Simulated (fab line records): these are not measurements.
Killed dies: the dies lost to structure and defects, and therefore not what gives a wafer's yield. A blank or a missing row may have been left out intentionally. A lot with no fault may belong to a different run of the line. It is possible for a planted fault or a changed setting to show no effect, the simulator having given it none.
The tool behind it: which one?	flow berkeley_cmos170	14 lots with 42 wafers sampled at 4 steps, on a route of 331 steps

== WHAT THE GAUGES SHOWED, per wafer ==
UCB170_PSD_TW_MEAS_10.
lot	measured	on	PSD_TW
L706	day 8 03:07	film_metro-03	2300 2320 2305
L707	day 8 12:51	film_metro-02	2374 2372 2374
L709	day 8 12:57	film_metro-03	2308 2314 2325
L708	day 8 13:19	film_metro-04	2338 2329 2328
L711	day 9 06:59	film_metro-03	2326 2321 2328
L713	day 9 16:41	film_metro-03	2320 2329 2321
L718	day 10 17:51	film_metro-02	2381 2380 2379
L719	day 10 17:52	film_metro-04	2326 2335 2333
L722	day 11 15:43	film_metro-02	2369 2358 2362
L721	day 11 15:52	film_metro-03	2301 2309 2309
L726	day 12 08:46	film_metro-04	2319 2310 2317
L727	day 13 01:01	film_metro-02	2381 2357 2369
L728	day 13 01:17	film_metro-04	2335 2355 2328
L729	day 13 07:53	film_metro-03	2318 2323 2315

UCB170_M1_OVL_MEAS_10.
lot	measured	on	M1_OVL (nm)
L706	day 8 15:52	overlay-01	6 1 -4
L707	day 9 01:31	overlay-02	-8 -1 5
L709	day 9 01:23	overlay-01	12 9 9
L708	day 9 02:21	overlay-01	-4 5 1
L711	day 9 18:57	overlay-01	0 2 -4
L713	day 10 04:26	overlay-01	4 9
L718	day 11 05:26	overlay-02	-5 0
L719	day 11 05:28	overlay-01	-10 -5 -4
L722	day 12 04:58	overlay-01	3 4 9
L721	day 12 05:18	overlay-02	9 12 2
L726	day 12 21:58	overlay-02	5 1 -7
L727	day 13 16:14	overlay-02	2 6 1
L728	day 13 16:59	overlay-01	3 6 7
L729	day 13 18:43	overlay-02	-7 -12 1

UCB170_M1_CD_MEAS_90 targets a cd of 700 nm.
lot	measured	on	cd_nm (nm)
L706	day 8 16:11	cd_sem-02	703.6 702.0 700.3
L707	day 9 01:52	cd_sem-01	704.5 699.4 703.5
L709	day 9 01:42	cd_sem-02	699.1 704.1 699.5
L708	day 9 02:40	cd_sem-02	698.6 701.1 697.7
L711	day 9 19:18	cd_sem-01	703.2 699.2 702.8
L713	day 10 04:46	cd_sem-02	698.3 694.6
L718	day 11 05:46	cd_sem-01	704.2 700.3
L719	day 11 05:53	cd_sem-01	695.4 696.2 695.9
L722	day 12 05:17	cd_sem-02	699.6 700.1 698.5
L721	day 12 05:38	cd_sem-01	698.0 700.4 701.0
L726	day 12 22:18	cd_sem-01	702.0 700.9 702.5
L727	day 13 16:33	cd_sem-01	702.0 703.4 702.7
L728	day 13 17:17	cd_sem-01	698.9 699.6 699.4
L729	day 13 19:02	cd_sem-01	704.6 701.7 701.9

== EACH LOT AND THE TOOL THAT RAN IT (in order: tool; ch and the chambers of the sampled wafers; start) ==
lot	UCB170_CONTACT_ETCH_18
L706	rie_diel-02 ch 0,1,3, day 8 12:00
L707	rie_diel-04 ch 1,2, day 8 23:00
L709	rie_diel-02 ch 0,2,3, day 8 23:00
L708	rie_diel-01 ch 1,2,3, day 9 00:00
L711	rie_diel-04 ch 0,2,3, day 9 16:00
L713	rie_diel-02 ch 0,1,2, day 10 02:00
L718	rie_diel-02 ch 1,2,3, day 11 03:00
L719	rie_diel-01 ch 2,3, day 11 03:00
L722	rie_diel-01 ch 1,2, day 12 03:00
L721	rie_diel-04 ch 0,1, day 12 03:00
L726	rie_diel-01 ch 1,3, day 12 19:00
L727	rie_diel-01 ch 0,1,2, day 13 14:00
L728	rie_diel-04 ch 0,1,2, day 13 14:00
L729	rie_diel-02 ch 0,1,3, day 13 16:00
- UCB170_CONTACT_ETCH_18: etches PSG in CHF3/CF4/Ar, stops on TiSi2, target depth 840 nm, time 195 s.

== AS READ BY THE TOOLS THEMSELVES (means over the sampled wafers that have a number; for cases with no such wafer, the mark the record gives instead) ==
UCB170_CONTACT_ETCH_18.
lot	tool	drypump_motor_current_A (A)	oes_product_au (a.u.)	throttle_valve_pct (%)
L706	rie_diel-02	5.7	0.898	6.81
L707	rie_diel-04	5.8	0.895	6.76
L709	rie_diel-02	5.8	0.889	6.90
L708	rie_diel-01	5.7	0.882	6.86
L711	rie_diel-04	5.7	0.903	6.96
L713	rie_diel-02	5.5	0.848	6.89
L718	rie_diel-02	5.9	0.862	6.95
L719	rie_diel-01	6.2	0.900	6.84
L722	rie_diel-01	5.3	0.885	6.88
L721	rie_diel-04	5.5	0.903	6.90
L726	rie_diel-01	5.2	0.898	6.87
L727	rie_diel-01	5.4	0.889	6.91
L728	rie_diel-04	5.8	0.902	6.85
L729	rie_diel-02	5.7	0.903	6.79

== THE ANSWER, worked out from the rows above alone ==
Rule: the lots themselves supply what counts as usual. The widest of any qualifying gaps counts: lots, ordered by their means at a reading, are off when they make up no more than a third of the lots, leave a main group of 4 or more, and stand apart from it by 3 or more times the standard deviation of that group's means. A main group whose means are all the same, to the digits that the tables above print for the reading, isn't used. A lot without any number at a reading at which 4 lots or more have one is off too. Any other lot the step has rows for is counted as sound. After the gauges, taken in route order, come the tools' own readings; for these a lot's mean is taken, as printed above. The first step at which some lot is off is used, and at that step the reading that is off furthest; a lot without a number counts as furthest.
None of the lots is off at any reading shown; this tells nothing.

== WHAT THE SIMULATOR PUT IN ==
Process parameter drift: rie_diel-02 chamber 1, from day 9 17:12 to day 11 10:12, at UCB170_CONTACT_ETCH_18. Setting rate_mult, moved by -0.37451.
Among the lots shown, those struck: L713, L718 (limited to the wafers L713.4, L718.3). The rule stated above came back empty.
